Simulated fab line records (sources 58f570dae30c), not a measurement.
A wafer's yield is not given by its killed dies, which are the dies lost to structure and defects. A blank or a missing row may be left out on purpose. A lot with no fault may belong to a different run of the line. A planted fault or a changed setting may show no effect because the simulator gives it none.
Problem report in the 8D (eight disciplines) form, filled by code -- flow berkeley_cmos170 -- the parts of the form that need people (team, actions taken, sign-off) are left out

1. THE PROBLEM
Wafers without a fault read 699.3 nm, standard deviation 1.3; cd_nm at UCB170_V1_CD_MEAS_12 reads a mean of 680.5 nm on 6 wafers belonging to 2 lots. That puts it -14 standard deviations away from the usual mean.
The step: target cd 700 nm.
Earliest sighting: wafer L507.1 on cd_sem-02 at day 8 07:08. The record has a number at this step for 36 wafers belonging to 12 lots. By rule, "out" or "out of limits" means more than 4 standard deviations away from the usual mean. The other wafers with a number count as sound.

2. WHAT IT IS AND WHAT IT IS NOT
question,is,is not
which readings at this step,cd_nm,-
which lots,"L507, L511","L503, L504, L505, L506, L510, L512, L517, L518, L520, L523"
which wafers of those lots,all that have a number,-
read on which gauges,cd_sem-02,cd_sem-01
when,from day 8 07:08,"up to then (12 sound wafers); but 18 sound wafers of L510, L512, L517, L518, L520, L523 came after"

3. THE SUSPECTS, EACH WITH WHAT RULES IT OUT
Counting: a tool stays on the suspect list if, at a process step up to the reading, it processed all lots that are out and no sound lot following the first of them.
- ruled out: the gauge at UCB170_V1_CD_MEAS_12. All the wafers that are out were read on cd_sem-02, but those of them that UCB170_V1_EXPOSE_09 has rows for are out there too, on other tools.
- krf_scanner-02 at UCB170_V1_EXPOSE_09 (exposes mask VIA1, target cd 700 nm): kept. It ran every lot that is out, first L507 (day 8 06:44), and no sound lot after that; its last sound lot up to then is L504 (day 7 16:38). Out on those wafers are its own readings of exposure_dose_mJ_cm2.
The count leaves krf_scanner-02 at UCB170_V1_EXPOSE_09.

4. THE CAUSE (what the simulator had put in)
Drift in process parameters on krf_scanner-02 at UCB170_V1_EXPOSE_09, starting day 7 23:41. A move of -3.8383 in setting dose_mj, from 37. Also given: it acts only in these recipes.
After counting, this tool was the only one left.

5. THE EFFECT CHAIN, in route order
One row per reading whose mean, taken over the struck wafers that have a number, lies over 3 standard deviations from the usual. Readings are gone through only where the record gives a usual standard deviation; hours: the median, over the lots, of the time from a lot's start at the first step in this table giving one to that lot's start at this step; sigmas: the change measured in usual standard deviations.
hours,step,reading,usual,on struck wafers,change,sigmas
0,UCB170_V1_EXPOSE_09,exposure_dose_mJ_cm2,36.99,33.53,-3.46,-89
0,UCB170_V1_CD_MEAS_12,cd_nm,699.3 nm,680.5,-18.8,-14
Here are the process steps it includes:
- UCB170_V1_EXPOSE_09: exposes mask VIA1, target cd 700 nm.
Later measuring or inspecting steps at which every struck wafer that the step has a row for has a number for every such reading, and none has moved that far: UCB170_M2_RS_MEAS_02.

6. WHAT WOULD HAVE CAUGHT IT SOONER
7 hours passed between the start of the fault at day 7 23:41 and the first reading out of limits at a measuring or inspecting step in this record, taken at day 8 07:08.
The tool's own readings at UCB170_V1_EXPOSE_09 were out on every struck wafer that the step has a row for (exposure_dose_mJ_cm2): an alarm limit on them would have fired on the first of those.
L511, from the lots that are out (2), started UCB170_V1_EXPOSE_09 on krf_scanner-02 later than day 8 07:08. It would have been spared by a hold on the tool at that moment.
